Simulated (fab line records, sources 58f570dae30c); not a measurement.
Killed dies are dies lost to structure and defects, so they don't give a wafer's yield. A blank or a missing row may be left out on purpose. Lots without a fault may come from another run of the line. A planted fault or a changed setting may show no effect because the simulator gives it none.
One fault seen from 2 desks | flow berkeley_cmos170 | each desk has only its own numbers; what lay behind them comes last

THE METROLOGY DESK
What the gauges read, lot by lot, whatever tool the lot ran on: means of the sampled wafers that have a number. A lot is out of limits, marked OUT, if its mean lies more than 4 standard deviations from the usual mean; the brackets give that distance.
Columns: A = NWELL_TW at UCB170_NWELL_TW_MEAS_16, usual 1245; B = PFIELD_TW at UCB170_PFIELD_TW_MEAS_09, usual 598
lot  | first seen here | A               | B
L883 | day 2 17:17     | 1257            | 596
L884 | day 2 18:01     | 1235            | 597
L885 | day 2 20:37     | 1235            | 604
L886 | day 3 01:41     | 1238            | 598
L889 | day 3 19:46     | 1241            | 594
L894 | day 4 18:48     | 1297 (+6.3) OUT | 595
L895 | day 4 23:35     | 1305 (+7.2) OUT | 594
L898 | day 5 12:14     | 1251            | 594
L900 | day 6 01:46     | 1240            | 603
L903 | day 6 10:59     | 1238            | 602
L904 | day 6 22:47     | 1242            | 596
L905 | day 6 23:08     | 1262            | 598
L906 | day 7 09:35     | 1241            | 602
This desk's finding: out of limits on L894, L895; first on L894, day 4 18:48 (NWELL_TW at UCB170_NWELL_TW_MEAS_16). In limits: L883, L884, L885, L886, L889, L898, L900, L903, L904, L905, L906.

THE TOOL OWNER'S DESK: implanter-01
The tool's own readings at UCB170_NWELL_IMPLANT_14: means of the sampled wafers that have a number, for each lot that ran on this tool. A lot is out of limits, marked OUT, if its mean lies more than 4 standard deviations from the usual mean; the brackets give that distance.
Columns: A = dose_ions_cm2 at UCB170_NWELL_IMPLANT_14, usual 1.0002e+13; B = faraday_current_uA at UCB170_NWELL_IMPLANT_14, usual 31.7; C = tilt_deg at UCB170_NWELL_IMPLANT_14, usual 6.999 degrees
lot  | first seen here | A                            | B               | C
L883 | day 2 17:04     | 9.9893e+12                   | 32.4            | 7.009
L884 | day 2 17:46     | 1.0011e+13                   | 32.0            | 6.994
L886 | day 3 01:26     | 1.0004e+13                   | 32.2            | 6.999
L894 | day 4 18:34     | 1.1583e+13 (+99 or more) OUT | 36.7 (+7.9) OUT | 7.026
L895 | day 4 23:21     | 1.1593e+13 (+99 or more) OUT | 36.5 (+7.6) OUT | 6.969
This desk's finding: out of limits on L894, L895; first on L894, day 4 18:34 (dose_ions_cm2 at UCB170_NWELL_IMPLANT_14). In limits: L883, L884, L886.

PUT TOGETHER
The tool owner's desk could have raised an alarm at day 4 18:34, on L894, L895.
The metrology desk could have raised an alarm at day 4 18:48, on L894, L895.
Of the lots named, all ran UCB170_NWELL_IMPLANT_14 on implanter-01.

WHAT THE SIMULATOR HAD PUT IN
Process parameter drift: implanter-01, from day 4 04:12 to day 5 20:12, at UCB170_NWELL_IMPLANT_14. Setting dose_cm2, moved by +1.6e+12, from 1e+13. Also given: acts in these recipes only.
Lots struck among those shown: L894, L895.
Hours from the fault's start to each desk's first reading out of limits: the tool owner's desk, 14; the metrology desk, 15.
